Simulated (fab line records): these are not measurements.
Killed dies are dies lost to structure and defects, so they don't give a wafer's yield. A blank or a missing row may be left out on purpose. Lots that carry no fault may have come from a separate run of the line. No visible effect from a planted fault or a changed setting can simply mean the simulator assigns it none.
Code-filled problem report in 8D (eight disciplines) form | flow berkeleyCmos170 | the parts of the form that need people (team, actions taken, sign-off) are left out

## 1. WHAT WENT WRONG
Wafers without a fault read 700.2 nm with a standard deviation of 2.6, while cdNm at UCB170_M2_CD_MEAS_90 averages 679.8 nm across 2 wafers of 1 lot. That is -7.9 standard deviations from the usual mean.
The step: target cd 700 nm.
Seen first at day 11 18:16 on cdSem-02, wafer L315.1. Wafers with a number at this step in the record: 39, from 13 lots. Rule for "out" (also "out of limits"): further than 4 standard deviations from the usual mean. Any other wafer with a number is counted as sound.

## 2. WHAT THIS IS AND IS NOT
question                    | is                | is not
which readings at this step | cdNm              | -
which lots                  | L315              | L302, L304, L305, L306, L307, L308, L310, L311, L316, L321, L322, L323
which wafers of those lots  | L315.1, L315.6    | L315.2
read on which gauges        | cdSem-02          | cdSem-01
when                        | from day 11 18:16 | up to then (25 sound wafers); but 12 sound wafers of L316, L321, L322, L323 came after

## 3. THE SUSPECTS, EACH WITH WHAT RULES IT OUT
Counting: if a tool at a process step up to the reading ran every lot that is out, it stays a suspect. Sound lots after the first of them don't rule it out here, since some wafers of a struck lot are sound.
- ruled out: the gauge at UCB170_M2_CD_MEAS_90. All the wafers that are out were read on cdSem-02, but those of them that UCB170_M2_STRIP_19 has rows for are out there too, on other tools.
- rieMetal-04 at UCB170_M2_METAL_ETCH_18 (etches Al in Cl2/BCl3, stops on SiO2, target depth 1170 nm, time 195 s): kept. The lot that is out, L315, ran on it at day 11 17:59; the last sound lot it ran before that was L311, at day 10 04:25.
- plasmaAsher-01 at UCB170_M2_STRIP_19 (strips in O2): kept. The lot that is out, L315, ran on it at day 11 18:10; the last sound lot it ran before that was L310, at day 9 12:53. On those wafers its own readings are out: oesProductAu.
- At UCB170_M2_METAL_ETCH_18 on rieMetal-04, chamber 0 took the sound wafers of the same lots and chamber 1 took the wafers that are out.
Left after counting: rieMetal-04 at UCB170_M2_METAL_ETCH_18, plasmaAsher-01 at UCB170_M2_STRIP_19.

## 4. THE CAUSE (what the simulator had put in)
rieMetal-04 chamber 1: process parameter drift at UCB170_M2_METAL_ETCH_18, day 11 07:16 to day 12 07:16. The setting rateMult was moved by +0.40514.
2 suspects survive the count, and this tool is in that group.

## 5. THE EFFECT CHAIN, in route order
Rows list readings where the struck wafers' mean (over those with a number) sits beyond 3 standard deviations from the usual. Scope: only readings with a usual standard deviation given in the record; hours: median across lots of the time from each lot's start at the first step in this table that gives one to its start at this step; sigmas: change in usual standard deviations.
hours | step                 | reading      | usual      | on struck wafers | change | sigmas
0     | UCB170_M2_STRIP_19   | oesProductAu | 0.537 a.u. | 0.317            | -0.221 | -18
0     | UCB170_M2_CD_MEAS_90 | cdNm         | 700.2 nm   | 679.8            | -20.5  | -7.9
The process steps in it:
- UCB170_M2_STRIP_19: strips in O2.
Later steps that measure or inspect, where all struck wafers having a row at the step show a number for every such reading and not one has moved that far: UCB170_V2_OVL_MEAS_13.

## 6. WHAT WOULD HAVE CAUGHT IT SOONER
Counted from the fault's start at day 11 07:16, it took 11 hours until the first out-of-limits reading at a measuring or inspecting step in this record, taken at day 11 18:16.
An alarm limit of 4 standard deviations would not have fired on the tool readings at UCB170_M2_METAL_ETCH_18 for which the record gives a usual standard deviation, since none of them was out on any struck wafer.
By day 11 18:16, every lot that is out (1) had started UCB170_M2_METAL_ETCH_18 on rieMetal-04. Tool hold at that time: it would have spared none of them.
